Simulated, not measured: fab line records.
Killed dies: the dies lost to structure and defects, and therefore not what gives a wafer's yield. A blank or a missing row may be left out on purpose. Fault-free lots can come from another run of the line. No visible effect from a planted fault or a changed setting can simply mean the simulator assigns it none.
Split-lot experiment :: flow berkeley cmos170 :: route with 331 steps; 5 lots, 23 wafers read

== THE SPLIT ==
At UCB170_NSD_IMPLANT_08, the setting energy kev was moved away from the recipe's 40 on 10 of the 23 wafers read, by -4.8% to +5.7%. All remaining wafers had this setting at the recipe value.

== FROM THE SPLIT TO THE READING: what the file shows between them, 6 steps ==
- UCB170_NSD_STRIP_09: strips in O2
- UCB170_NSD_TW_MEAS_10
- UCB170_BACKSIDE_HMDS_00: prime time 60 s (also split here: prime time s)
- UCB170_BACKSIDE_COAT_01: resist thk 900 nm
- UCB170_BACKSIDE_SOFTBAKE_02: time 60 s
- UCB170_SDANNEAL_RTA_01: time 5 s

== THE READING ==
At UCB170_SDANNEAL_RS_MEAS_03, a four-point-probe measurement gives NSD_RS in ohm/sq. Typical for fault-free wafers on this fab line: 37.32 ohm/sq, with standard deviation 0.13 ohm/sq.

wafer: L077.2
tool, chamber at the split: implanter-03, 0
energy kev as run: 40.75
against the recipe: +1.9%
NSD_RS, ohm/sq: 37.08
against lot-mates on the recipe: -0.29

wafer: L077.3
tool, chamber at the split: implanter-03, 0
energy kev as run: 40.75
against the recipe: +1.9%
NSD_RS, ohm/sq: 37.17
against lot-mates on the recipe: -0.20

wafer: L077.4
tool, chamber at the split: implanter-03, 0
energy kev as run: 40
against the recipe: recipe
NSD_RS, ohm/sq: 37.35
against lot-mates on the recipe: -

wafer: L077.5
tool, chamber at the split: implanter-03, 0
energy kev as run: 40
against the recipe: recipe
NSD_RS, ohm/sq: 37.51
against lot-mates on the recipe: -

wafer: L077.6
tool, chamber at the split: implanter-03, 0
energy kev as run: 40
against the recipe: recipe
NSD_RS, ohm/sq: 37.25
against lot-mates on the recipe: -

wafer: L078.1
tool, chamber at the split: implanter-02, 0
energy kev as run: 40
against the recipe: recipe
NSD_RS, ohm/sq: 37.53
against lot-mates on the recipe: -

wafer: L078.2
tool, chamber at the split: implanter-02, 0
energy kev as run: 42.3
against the recipe: +5.7%
NSD_RS, ohm/sq: 36.95
against lot-mates on the recipe: -0.59

wafer: L078.3
tool, chamber at the split: implanter-02, 0
energy kev as run: 42.3
against the recipe: +5.7%
NSD_RS, ohm/sq: 36.98
against lot-mates on the recipe: -0.57

wafer: L078.4
tool, chamber at the split: implanter-02, 0
energy kev as run: 40
against the recipe: recipe
NSD_RS, ohm/sq: 37.56
against lot-mates on the recipe: -

wafer: L078.5
tool, chamber at the split: implanter-02, 0
energy kev as run: 42.3
against the recipe: +5.7%
NSD_RS, ohm/sq: 36.83
against lot-mates on the recipe: -0.72

wafer: L084.1
tool, chamber at the split: implanter-02, 0
energy kev as run: 38.08
against the recipe: -4.8%
NSD_RS, ohm/sq: 37.92
against lot-mates on the recipe: +0.68

wafer: L084.2
tool, chamber at the split: implanter-02, 0
energy kev as run: 40
against the recipe: recipe
NSD_RS, ohm/sq: 37.30
against lot-mates on the recipe: -

wafer: L084.4
tool, chamber at the split: implanter-02, 0
energy kev as run: 38.08
against the recipe: -4.8%
NSD_RS, ohm/sq: 38.00
against lot-mates on the recipe: +0.76

wafer: L084.5
tool, chamber at the split: implanter-02, 0
energy kev as run: 38.08
against the recipe: -4.8%
NSD_RS, ohm/sq: 37.88
against lot-mates on the recipe: +0.64

wafer: L084.6
tool, chamber at the split: implanter-02, 0
energy kev as run: 40
against the recipe: recipe
NSD_RS, ohm/sq: 37.19
against lot-mates on the recipe: -

wafer: L083.1
tool, chamber at the split: implanter-04, 0
energy kev as run: 40
against the recipe: recipe
NSD_RS, ohm/sq: 37.27
against lot-mates on the recipe: -

wafer: L083.2
tool, chamber at the split: implanter-04, 0
energy kev as run: 40
against the recipe: recipe
NSD_RS, ohm/sq: 37.34
against lot-mates on the recipe: -

wafer: L083.3
tool, chamber at the split: implanter-04, 0
energy kev as run: 40
against the recipe: recipe
NSD_RS, ohm/sq: 37.32
against lot-mates on the recipe: -

wafer: L083.5
tool, chamber at the split: implanter-04, 0
energy kev as run: 42.15
against the recipe: +5.4%
NSD_RS, ohm/sq: 36.73
against lot-mates on the recipe: -0.58

wafer: L083.6
tool, chamber at the split: implanter-04, 0
energy kev as run: 42.15
against the recipe: +5.4%
NSD_RS, ohm/sq: 36.68
against lot-mates on the recipe: -0.63

wafer: L082.2
tool, chamber at the split: implanter-04, 0
energy kev as run: 40
against the recipe: recipe
NSD_RS, ohm/sq: 37.34
against lot-mates on the recipe: -

wafer: L082.4
tool, chamber at the split: implanter-04, 0
energy kev as run: 40
against the recipe: recipe
NSD_RS, ohm/sq: 37.39
against lot-mates on the recipe: -

wafer: L082.5
tool, chamber at the split: implanter-04, 0
energy kev as run: 40
against the recipe: recipe
NSD_RS, ohm/sq: 37.30
against lot-mates on the recipe: -

THE FIT
A straight line over all 23 wafers: NSD_RS changes by -0.103 ohm/sq for each +1% of energy kev; r = -0.94; the points scatter about the line by 0.12 ohm/sq.
The same after taking each lot's own level away (the mean of its wafers on the recipe; 23 wafers): -0.123 ohm/sq for each +1%; r = -0.98; scatter 0.073 ohm/sq.
That fit puts the effect of the largest move of energy kev on the reading at 0.7 ohm/sq.
The span of the lots' own levels, 37.245 to 37.545 ohm/sq, comes to 2.3 times the standard deviation stated above.
Hence the slope depends on the lot-to-lot level, as the two fits are not the same.
Check: -0.694 ohm/sq against its lot-mates is what the line predicts for one of the wafers moved furthest among these (+5.7%) when that wafer is left out of the fit. Against them it came out at -0.595 ohm/sq.

== THESE WAFERS: OTHER SPLITS ==
Note: prior to the reading, these wafers also went through further splits. Each is held against what the fit with the lots' levels taken away leaves over:
other split on the same wafers: UCB170_BACKSIDE_HMDS_00 prime time s
wafers away from the commonest value: 4
r with NSD_RS (lot level and that fit taken away): -0.24

== THE WHOLE CHAIN: every reading that the file lists as answering this split, in the file's order ==
step: UCB170_NSD_IMPLANT_08
what it does: 
reading: implant.rp nm (the simulator's own value, which no gauge read)
change (the file's fit): +0.467 nm for each +1% of the setting
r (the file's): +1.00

step: UCB170_NSD_IMPLANT_08
what it does: 
reading: implant.drp nm (the simulator's own value, which no gauge read)
change (the file's fit): +0.179 nm for each +1% of the setting
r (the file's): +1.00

step: UCB170_NSD_STRIP_09
what it does: strips in O2
reading: strip time to endpoint s
change (the file's fit): withheld for each +1% of the setting
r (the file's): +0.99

step: UCB170_NSD_TW_MEAS_10
what it does: 
reading: NSD_TW
change (the file's fit): +10 for each +1% of the setting
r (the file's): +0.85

step: UCB170_SDANNEAL_RS_MEAS_03
what it does: measures by four-point-probe
reading: NSD_RS
change (the file's fit): -0.119 for each +1% of the setting
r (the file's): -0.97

== THE FILE'S OWN FIT ==
NSD_RS changes by -0.119 ohm/sq for each +1% of energy kev, r = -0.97.
